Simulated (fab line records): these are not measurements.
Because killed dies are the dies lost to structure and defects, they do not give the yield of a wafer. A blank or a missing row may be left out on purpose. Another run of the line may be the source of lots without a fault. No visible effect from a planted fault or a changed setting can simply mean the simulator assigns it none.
Problem report in the 8D (eight disciplines) form, filled by code + flow berkeley_cmos170 + the parts of the form that need people (team, actions taken, sign-off) are left out

== 1. THE PROBLEM ==
CONTACT_PSG_THK at UCB170_CONTACT_THK_MEAS_02 reads a mean of 306 nm on 6 wafers of 2 lots; wafers without a fault read 698 nm with a standard deviation of 7.5. Measured from the usual mean, that is -52 standard deviations.
First observed at day 11 10:49: wafer L389.1, on film_metro-02. Wafers with a number at this step in the record: 42, from 14 lots. Rule for "out" (also "out of limits"): further than 4 standard deviations from the usual mean. The rest of the wafers with a number are treated as sound.

== 2. WHAT IT IS, WHAT IT ISN'T ==
| question                    | is                           | is not                                                                 |
|-----------------------------|------------------------------|------------------------------------------------------------------------|
| which readings at this step | CONTACT_PSG_THK              | -                                                                      |
| which lots                  | L388, L389                   | L370, L371, L373, L374, L375, L377, L378, L379, L381, L384, L386, L390 |
| which wafers of those lots  | all that have a number       | -                                                                      |
| read on which gauges        | film_metro-02, film_metro-04 | film_metro-03                                                          |
| when                        | from day 11 10:49            | up to then (36 sound wafers)                                           |

== 3. WHAT RULES OUT EACH SUSPECT ==
Counting: a tool at a process step up to the reading stays a suspect if it ran every lot that is out and no sound lot after the first of them.
- the gauge at UCB170_CONTACT_THK_MEAS_02 is ruled out. Those wafers that are out were read across 2 gauges (film_metro-02, film_metro-04).
- rtp_anneal-02 at UCB170_SDANNEAL_RTA_01 (time 5 s): kept. All lots that are out passed through it, beginning with L388 at day 11 06:11, and no sound lot followed; its final sound lot before that point was L386 at day 10 04:44.
- lpcvd-02 at UCB170_CONTACT_CVD_01 (deposits PSG from SiH4/O2/PH3, target thk 700 nm, time 2820 s): kept. All lots that are out passed through it, beginning with L388 at day 11 09:02, and no sound lot followed; its final sound lot before that point was L386 at day 10 05:50.
After counting, rtp_anneal-02 at UCB170_SDANNEAL_RTA_01 and lpcvd-02 at UCB170_CONTACT_CVD_01 remain.

== 4. THE CAUSE (what the simulator had put in) ==
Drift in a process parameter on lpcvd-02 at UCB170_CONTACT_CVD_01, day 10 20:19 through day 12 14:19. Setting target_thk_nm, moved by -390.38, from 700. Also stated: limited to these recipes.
Counting left 2 suspects, and this tool is among them.

== 5. THE EFFECT CHAIN, in route order ==
Each row: a reading whose mean over the struck wafers that have a number lies more than 3 standard deviations from the usual. Readings are gone through only where the record gives a usual standard deviation; hours: the median, over the lots, of the time from a lot's start at the first step in this table giving one to that lot's start at this step; sigmas: the change measured in usual standard deviations.
| hours | step                       | reading         | usual      | on struck wafers | change | sigmas |
|-------|----------------------------|-----------------|------------|------------------|--------|--------|
| 0     | UCB170_CONTACT_THK_MEAS_02 | CONTACT_PSG_THK | 698 nm     | 306              | -392   | -52    |
| -     | UCB170_CONTACT_ETCH_18     | oes_product_au  | 0.887 a.u. | 0.599            | -0.288 | -17    |
Its process steps:
- UCB170_CONTACT_ETCH_18: etches PSG in CHF3/CF4/Ar, stops on TiSi2, target depth 840 nm, time 195 s.

== 6. HOW IT WOULD HAVE BEEN CAUGHT EARLIER ==
In this record the first reading out of limits at a measuring or inspecting step was taken at day 11 10:49, 14 hours after the fault began at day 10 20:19.
By day 11 10:49, every lot that is out (2) had started UCB170_CONTACT_CVD_01 on lpcvd-02. A hold on the tool at that time would have spared none of them.
